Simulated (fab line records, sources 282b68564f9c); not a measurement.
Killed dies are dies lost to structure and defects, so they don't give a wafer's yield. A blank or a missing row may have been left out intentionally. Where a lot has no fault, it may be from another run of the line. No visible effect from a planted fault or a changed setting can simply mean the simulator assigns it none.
A struck lot beside a sound one | flow rit_cmos | 16 out of 202 route steps
Sound: wafers L244.3, L244.5, L244.6. Wafers L239.1, L239.3, L239.5 were the ones struck. At the end, the cause is stated.
Each step with rows lists, per side, the tool, then ch with its chambers, then its first start. Under that, the readings that differ: sound wafers | struck wafers | difference of the means | sigmas: that difference in standard deviations of wafers without a fault.
alike: a reading whose means differ by less than 2 such deviations, as well as words and numbers matching on both sides. not compared: withheld readings; readings where some wafer has no value; bounds like >300 that might hide an equal value; numbers whose values overlap and for which the record gives no deviation.
A row with sigmas, a row that says differs or no value, or rows on one side alone: a step with any of these is where the two part. Numbers that have no deviation but don't overlap get no sigmas and don't part them. A reading missing from all wafers of one side parts the sides only when that side holds two or more wafers.

RIT_SILICIDE_RTA_06: time 10 s, ramp up 5 s, ramp down 10 s.
  sound on rtp_anneal-02 ch 0, day 6 15:09; struck on rtp_anneal-01 ch 0, day 5 18:48
  alike: wafer_temp_C_max
RIT_CONTACT_CVD_00: deposits SiO2 from TEOS, target thk 400 nm, time 61 s.
  sound on pecvd-01 ch 0,1, day 6 15:12; struck on pecvd-02 ch 0,1,2, day 5 18:52
  alike: heater_power_w
RIT_CONTACT_THK_MEAS_01:
  sound on film_metro-01, day 6 15:16; struck on film_metro-03, day 5 18:55
  alike: CONTACT_TEOS_THK
then, 6 steps without rows for these wafers: RIT_CONTACT_HMDS_02 (prime time 60 s); RIT_CONTACT_COAT_03 (resist thk 1000 nm); RIT_CONTACT_SOFTBAKE_04 (time 60 s); RIT_CONTACT_EXPOSE_05 (exposes mask M11, target cd 1000 nm); RIT_CONTACT_PEB_06; RIT_CONTACT_DEVELOP_07 (develop time 120 s).
RIT_CONTACT_CD_MEAS_08 targets a cd of 1000 nm.
  sound on cd_sem-01, day 6 16:26; struck on cd_sem-01, day 5 20:04
  alike: cd_nm
RIT_CONTACT_OVL_MEAS_09:
  sound on overlay-02, day 6 16:32; struck on overlay-01, day 5 20:11
  alike: CONTACT_OVL
then, 1 step without rows for these wafers: RIT_CONTACT_HARDBAKE_10 (time 60 s).
RIT_CONTACT_ETCH_11: etches SiO2 in CHF3/CF4/Ar, stops on TiSi2, target depth 480 nm, time 320 s.
  sound on rie_diel-03 ch 0,1, day 6 16:43; struck on rie_diel-03 ch 0,2,3, day 5 20:22
  no value came back on the struck wafers for any of 6 readings (CHF3_flow_sccm (sccm), O2_flow_sccm (sccm) and others); on the sound wafers CHF3_flow_sccm (sccm) reads 49.68 50.05 49.84
  reading                                      | sound           | struck            | difference | sigmas
  model.NOVOLAK_of_CONTACT_COAT_03.thk_nm (nm) | 767 767.1 766.9 | 879.1 881.9 881.6 | +113.9     |
  not compared: rf_hours_counter_h
RIT_CONTACT_STRIP_12: strips in O2, time 180 s.
  sound on plasma_asher-01 ch 0,1, day 6 16:58; struck on plasma_asher-04 ch 0,1, day 5 20:34
  alike: drypump_motor_current_A, rf_refl_power_W
  not compared: rf_hours_counter_h
RIT_CONTACT_CD_MEAS_90 targets a cd of 1000 nm.
  sound on cd_sem-01, day 6 17:07; struck on cd_sem-02, day 5 20:44
  reading    | sound             | struck | difference                    | sigmas
  cd_nm (nm) | 999.4 998.3 999.1 | - - -  | no value on the struck wafers |
then, 1 step without rows for these wafers: RIT_CONTACT_CLEAN_13 (cleans in SC1, time 600 s).

## WHERE THEY PART
At RIT_CONTACT_ETCH_11 first; at RIT_CONTACT_CD_MEAS_90 last (within this record only).

WHY: whatever the simulator had introduced
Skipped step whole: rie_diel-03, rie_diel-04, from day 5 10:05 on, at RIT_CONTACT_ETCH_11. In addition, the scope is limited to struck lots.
